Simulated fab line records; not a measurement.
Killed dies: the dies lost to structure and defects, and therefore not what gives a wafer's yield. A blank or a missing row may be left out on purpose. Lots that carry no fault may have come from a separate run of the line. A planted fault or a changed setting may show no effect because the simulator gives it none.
Split-lot trial    flow berkeley cmos170    5 lots, 23 wafers read, on a route of 331 steps

## THE SPLIT
At UCB170_PFIELD_IMPLANT_07, the setting dose cm2 was moved away from the recipe's 2e+13 on 11 of the 23 wafers read, by -6.9% to +4.6%. All remaining wafers had this setting at the recipe value.

## BETWEEN THE SPLIT AND THE READING: the file shows 1 step in between
- UCB170_PFIELD_STRIP_08: strips in O2

## THE READING
PFIELD_TW, at UCB170_PFIELD_TW_MEAS_09. On this fab line, fault-free wafers typically give 599.3 with a standard deviation of 2.3.

wafer   tool, chamber at the split  dose cm2 as run  against the recipe  PFIELD_TW  against lot-mates on the recipe
L077.1  implanter-02, 0             2e+13            recipe              599.2      -
L077.4  implanter-02, 0             2e+13            recipe              596.2      -
L077.6  implanter-02, 0             2e+13            recipe              599.5      -
L076.2  implanter-03, 0             1.862e+13        -6.9%               586.9      -11.3
L076.3  implanter-03, 0             1.862e+13        -6.9%               586.7      -11.5
L076.4  implanter-03, 0             2e+13            recipe              598.2      -
L076.5  implanter-03, 0             1.862e+13        -6.9%               586.4      -11.8
L076.6  implanter-03, 0             2e+13            recipe              598.1      -
L079.1  implanter-03, 0             2e+13            recipe              597.8      -
L079.2  implanter-03, 0             2.074e+13        +3.7%               601.9      +4.9
L079.4  implanter-03, 0             2.074e+13        +3.7%               604.5      +7.5
L079.5  implanter-03, 0             2e+13            recipe              596.1      -
L079.6  implanter-03, 0             2.074e+13        +3.7%               603.9      +6.9
L080.1  implanter-01, 0             2.092e+13        +4.6%               607.7      +9.7
L080.3  implanter-01, 0             2e+13            recipe              598.8      -
L080.4  implanter-01, 0             2e+13            recipe              597.2      -
L080.5  implanter-01, 0             2.092e+13        +4.6%               608.5      +10.5
L080.6  implanter-01, 0             2.092e+13        +4.6%               610.5      +12.5
L082.1  implanter-01, 0             2e+13            recipe              601.9      -
L082.2  implanter-01, 0             2e+13            recipe              602.5      -
L082.3  implanter-01, 0             1.905e+13        -4.7%               591.6      -10.0
L082.4  implanter-01, 0             2e+13            recipe              600.5      -
L082.6  implanter-01, 0             1.905e+13        -4.7%               590.8      -10.8

THE FIT
A straight line over all 23 wafers: PFIELD_TW changes by +1.76 for each +1% of dose cm2; r = +0.96; the points scatter about the line by 1.9.
The same after taking each lot's own level away (the mean of its wafers on the recipe; 23 wafers): +1.92 for each +1%; r = +0.98; scatter 1.5.
The reading moves by 13 for the largest change in dose cm2, on that fit.
From 596.95 to 601.63: that is the span of the lots' own levels, equal to 2.0 times the standard deviation above.
Hence the lot-to-lot level has little effect on the slope; both slopes agree.
Check: for one of the wafers moved furthest among these (-6.9%), held out of the fit, the line's prediction against its lot-mates is -13.3. Against them it came out at -11.3.

## THESE WAFERS: OTHER SPLITS
Other splits were also applied to these wafers ahead of the reading. Each is held against what the fit with the lots' levels taken away leaves over:
other split on the same wafers      wafers away from the commonest value  r with PFIELD_TW (lot level and that fit taken away)
UCB170_NWELL_IMPLANT_14 energy kev  6                                     +0.22
UCB170_PWELL_CVD_05 temp c          15                                    -0.50
UCB170_PWELL_IMPLANT_15 energy kev  5                                     -0.35
UCB170_ACTIVE_EXPOSE_10 dose mj     4                                     -0.21

## FILE'S OWN FIT
PFIELD_TW changes by +1.93 for each +1% of dose cm2, r = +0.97.
